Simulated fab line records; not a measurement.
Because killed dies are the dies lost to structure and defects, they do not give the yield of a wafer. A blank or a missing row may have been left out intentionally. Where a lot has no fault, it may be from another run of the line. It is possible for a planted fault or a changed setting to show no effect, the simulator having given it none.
Struck lot and sound lot, side by side || flow ritCmos || 44 out of 202 route steps
Sound: wafers L527.4, L527.5, L527.6. Struck: wafers L539.2, L539.4, L539.6. The cause is given at the end.
Order at every step that has rows: each side's tool, ch and its chambers, its first start. Under that, the readings that differ: sound wafers || struck wafers || difference of the means || sigmas: that difference in standard deviations of wafers without a fault.
alike: words and numbers the same on both sides, and readings whose means are apart by under 2 such deviations; not compared: readings that were withheld, readings missing a value for some wafer, numbers with overlapping values and no deviation given by the record, and bounds like >300 which may hide the same value.
Wherever a step has rows on one side only, a row that says differs or no value, or a row with sigmas, the two part there. Numbers that have no deviation but don't overlap get no sigmas and don't part them. A reading that every wafer of one side lacks parts them only if that side has two wafers or more.

first, 3 steps without rows for these wafers: RIT_REOX_CLEAN_01 (cleans in dHF, time 30 s); RIT_REOX_CLEAN_02 (cleans in SC2, time 584.9 s); RIT_REOX_OXIDATION_03 (target thk 25.2 nm, ox time 5580 s).
RIT_REOX_THK_MEAS_04:
  sound on filmMetro-03, day 3 21:13; struck on filmMetro-01, day 6 09:34
{"reading": "REOX_OXIDE_THK (nm)", "sound": "25.1 25.4 26.1", "struck": "24.7 24.6 24.7", "difference": -0.9, "sigmas": -2}
then, 6 steps without rows for these wafers: RIT_NLDD_HMDS_00 (prime time 60 s); RIT_NLDD_COAT_01 (resist thk 1000 nm); RIT_NLDD_SOFTBAKE_02 (time 60 s); RIT_NLDD_EXPOSE_03 (exposes mask M7, target cd 40700 nm); RIT_NLDD_PEB_04; RIT_NLDD_DEVELOP_05 (develop time 50 s).
RIT_NLDD_OVL_MEAS_06:
  sound on overlay-01, day 3 22:07; struck on overlay-01, day 6 10:35
  alike: NLDD_OVL
then, 1 step without rows for these wafers: RIT_NLDD_HARDBAKE_07 (time 60 s).
RIT_NLDD_IMPLANT_08:
  sound on implanter-04 ch 0, day 3 22:21; struck on implanter-04 ch 0, day 6 10:48
{"reading": "doseIonsCm2", "sound": "5.008e+14 4.993e+14 5.001e+14", "struck": "7.132e+14 7.137e+14 7.129e+14", "difference": "+2.132e+14", "sigmas": "+99 or more"}
{"reading": "faradayCurrentUA", "sound": "1549 1522 1578", "struck": "2223 2219 2274", "difference": "+689", "sigmas": "+23"}
RIT_NLDD_STRIP_09: strips in O2, time 180 s.
  sound on plasmaAsher-04 ch 0,1, day 3 22:29; struck on plasmaAsher-02 ch 0, day 6 10:55
  alike: drypumpMotorCurrentA
  not compared: rfHoursCounterH
RIT_NLDD_TW_MEAS_10:
  sound on filmMetro-01, day 3 22:38; struck on filmMetro-01, day 6 11:07
{"reading": "NLDD_TW", "sound": "2459 2461 2467", "struck": "2715 2725 2731", "difference": "+261", "sigmas": "+13"}
then, 6 steps without rows for these wafers: RIT_PLDD_HMDS_00 (prime time 60 s); RIT_PLDD_COAT_01 (resist thk 1000 nm); RIT_PLDD_SOFTBAKE_02 (time 60 s); RIT_PLDD_EXPOSE_03 (exposes mask M8, target cd 40900 nm); RIT_PLDD_PEB_04; RIT_PLDD_DEVELOP_05 (develop time 50 s).
RIT_PLDD_OVL_MEAS_06:
  sound on overlay-01, day 3 23:32; struck on overlay-01, day 6 12:01
  alike: PLDD_OVL
then, 2 steps without rows for these wafers: RIT_PLDD_HARDBAKE_07 (time 60 s); RIT_PLDD_IMPLANT_08.
RIT_PLDD_STRIP_09: strips in O2, time 180 s.
  sound on plasmaAsher-01 ch 0,1, day 3 23:54; struck on plasmaAsher-03 ch 1, day 6 12:20
  alike: drypumpMotorCurrentA
  not compared: rfHoursCounterH
RIT_PLDD_TW_MEAS_10:
  sound on filmMetro-01, day 4 00:03; struck on filmMetro-04, day 6 12:32
  alike: PLDD_TW
then, 4 steps without rows for these wafers: RIT_SPACER_CLEAN_00 (cleans in SC1, time 600 s); RIT_SPACER_CLEAN_01 (cleans in dHF, time 30 s); RIT_SPACER_CLEAN_02 (cleans in SC2, time 600 s); RIT_SPACER_CVD_03 (deposits Si3N4 from SiH2Cl2/NH3, target thk 250 nm, time 3232 s).
RIT_SPACER_THK_MEAS_04:
  sound on filmMetro-03, day 4 02:25; struck on filmMetro-01, day 6 15:44
  alike: SPACER_NITRIDE_THK
RIT_SPACER_ETCHBACK_05: etches Si3N4 in SF6/CHF3, stops on SiO2, target depth 250 nm, time 240 s.
  sound on rieDiel-04 ch 0,2,3, day 4 02:26; struck on rieDiel-03 ch 0,1, day 6 15:47
  alike: drypumpMotorCurrentA, oesProductAu, throttleValvePct
  not compared: rfHoursCounterH
then, 6 steps without rows for these wafers: RIT_NSD_HMDS_00 (prime time 60 s); RIT_NSD_COAT_01 (resist thk 1000 nm); RIT_NSD_SOFTBAKE_02 (time 60 s); RIT_NSD_EXPOSE_03 (exposes mask M9, target cd 40700 nm); RIT_NSD_PEB_04; RIT_NSD_DEVELOP_05 (develop time 50 s).
RIT_NSD_OVL_MEAS_06:
  sound on overlay-01, day 4 03:28; struck on overlay-02, day 6 16:47
  alike: NSD_OVL
then, 2 steps without rows for these wafers: RIT_NSD_HARDBAKE_07 (time 60 s); RIT_NSD_IMPLANT_08.
RIT_NSD_STRIP_09: strips in O2, time 180 s.
  sound on plasmaAsher-03 ch 0,1, day 4 03:50; struck on plasmaAsher-02 ch 1, day 6 17:07
  alike: drypumpMotorCurrentA
  not compared: rfHoursCounterH
RIT_SDANNEAL_RS_MEAS_07: uses a four-point probe to measure.
  sound on filmMetro-01, day 4 06:26; struck on filmMetro-02, day 6 19:35
{"reading": "NLDD_RS (ohm/sq)", "sound": "151.3 151.1 151.2", "struck": "113.8 113.7 113.7", "difference": -37.5, "sigmas": -66}
RIT_M1_PROBE_99:
  sound on prober-01, day 4 15:57; struck on prober-01, day 7 03:04
{"reading": "model.etest.nmos_0p3.rOnOhmUm", "sound": "2184 2141 2171", "struck": "1943 1953 1933", "difference": -222, "sigmas": ""}
{"reading": "model.etest.nmos_0p15.rOnOhmUm", "sound": "1155 1098 1151", "struck": "927.9 937.5 937.7", "difference": -200.3, "sigmas": ""}
{"reading": "model.etest.nldd.rsOhmSq", "sound": "388.2 392.2 403.2", "struck": "271 268.6 267", "difference": -126, "sigmas": ""}
{"reading": "model.etest.nmosTurned.driveUaUm", "sound": "329.1 336.5 320.1", "struck": "445.5 429.1 441.2", "difference": "+110.0", "sigmas": ""}
{"reading": "model.etest.nmos_0p15.driveUaUm", "sound": "468.2 486.3 474.6", "struck": "562.1 541.4 547.8", "difference": "+74.1", "sigmas": ""}
{"reading": "model.etest.nldd.lineOhmUm", "sound": "121.4 123.8 128.6", "struck": "82.82 83.93 84.84", "difference": -40.74, "sigmas": ""}
{"reading": "model.etest.nmos_0p3.driveUaUm", "sound": "229.3 230.8 230.1", "struck": "246.2 240.9 246.8", "difference": "+14.6", "sigmas": ""}
{"reading": "model.etest.nmosNarrow.driveUaUm", "sound": "228 230.2 232", "struck": "257.8 243.7 252.6", "difference": "+21.3", "sigmas": ""}
  alike: killed_at_M0_to_M3, killedAtContacts, killedAtFrontEnd, killedDies, killedOpen, killedShort

## WHERE THEY PART
First at RIT_REOX_THK_MEAS_04; last, within this record, at RIT_SDANNEAL_RS_MEAS_07. Later steps at which nothing parts them and some readings are alike: RIT_M1_PROBE_99.

WHY: what the simulator had put in
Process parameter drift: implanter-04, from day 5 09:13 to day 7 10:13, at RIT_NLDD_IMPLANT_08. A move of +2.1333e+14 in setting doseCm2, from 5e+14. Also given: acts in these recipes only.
